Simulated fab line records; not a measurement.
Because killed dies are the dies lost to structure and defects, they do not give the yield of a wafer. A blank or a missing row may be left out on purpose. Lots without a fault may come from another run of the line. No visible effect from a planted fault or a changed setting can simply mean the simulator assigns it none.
The tool behind it: which one? :: flow berkeley_cmos170 :: 6 lots with 18 wafers sampled at 2 steps, on a route of 331 steps

== WHAT THE GAUGES READ, wafer by wafer ==
UCB170_PLDD_CD_MEAS_06 targets a cd of 1200 nm.
lot: L792
measured: day 7 05:19
on: cd_sem-02
cd_nm (nm): 1200.4 1200.3 1200.9

lot: L795
measured: day 8 02:37
on: cd_sem-02
cd_nm (nm): 1199.7 1200.1 1199.5

lot: L803
measured: day 9 00:11
on: cd_sem-01
cd_nm (nm): 1210.0 1208.5 1210.6

lot: L801
measured: day 9 00:43
on: cd_sem-02
cd_nm (nm): 1199.1 1200.2 1200.1

lot: L805
measured: day 9 07:28
on: cd_sem-02
cd_nm (nm): 1202.3 1202.4 1202.1

lot: L810
measured: day 10 10:14
on: cd_sem-01
cd_nm (nm): 1199.8 1199.4 1199.2

== TOOL THAT RAN EACH LOT (tool first, then ch and the chambers of the sampled wafers, then the start) ==
lot: L792
UCB170_PLDD_EXPOSE_03: krf_scanner-01 ch 0, day 7 04:23

lot: L795
UCB170_PLDD_EXPOSE_03: krf_scanner-01 ch 0, day 8 01:32

lot: L803
UCB170_PLDD_EXPOSE_03: krf_scanner-01 ch 0, day 8 23:40

lot: L801
UCB170_PLDD_EXPOSE_03: krf_scanner-02 ch 0, day 9 00:17

lot: L805
UCB170_PLDD_EXPOSE_03: krf_scanner-02 ch 0, day 9 07:04

lot: L810
UCB170_PLDD_EXPOSE_03: krf_scanner-02 ch 0, day 10 09:26
- UCB170_PLDD_EXPOSE_03: exposes mask PSELECT, target cd 1200 nm.

== THE ANSWER, worked out from the rows above alone ==
Rule: the lots themselves supply what counts as usual. The widest of any qualifying gaps counts: lots, ordered by their means at a reading, are off when they make up no more than a third of the lots, leave a main group of 4 or more, and stand apart from it by 3 or more times the standard deviation of that group's means. The tables above print the reading to a certain number of digits; a main group whose means all agree to those digits is not used. A lot without any number at a reading at which 4 lots or more have one is off too. All remaining lots with rows at the step are treated as sound.
Off, at UCB170_PLDD_CD_MEAS_06 on cd_nm: L803. Main group: mean 1200.4 nm, sd 1.
A tool fits if, at a process step before that reading, it ran every lot that is off, and no sound lot after the first of them. The gauges at UCB170_PLDD_CD_MEAS_06 are tried like those tools. One candidate fits, namely krf_scanner-01 at UCB170_PLDD_EXPOSE_03. A fault onset in the window from L795 (day 8 01:32, its last sound lot) to L803 (day 8 23:40, its first lot off) fits.

== WHAT THE SIMULATOR HAD PUT IN ==
Process parameter drift: krf_scanner-01, from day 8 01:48 on, at UCB170_PLDD_EXPOSE_03. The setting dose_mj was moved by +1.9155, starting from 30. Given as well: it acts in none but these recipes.
Lots struck among those shown: L803. The rule above reached the same finding.
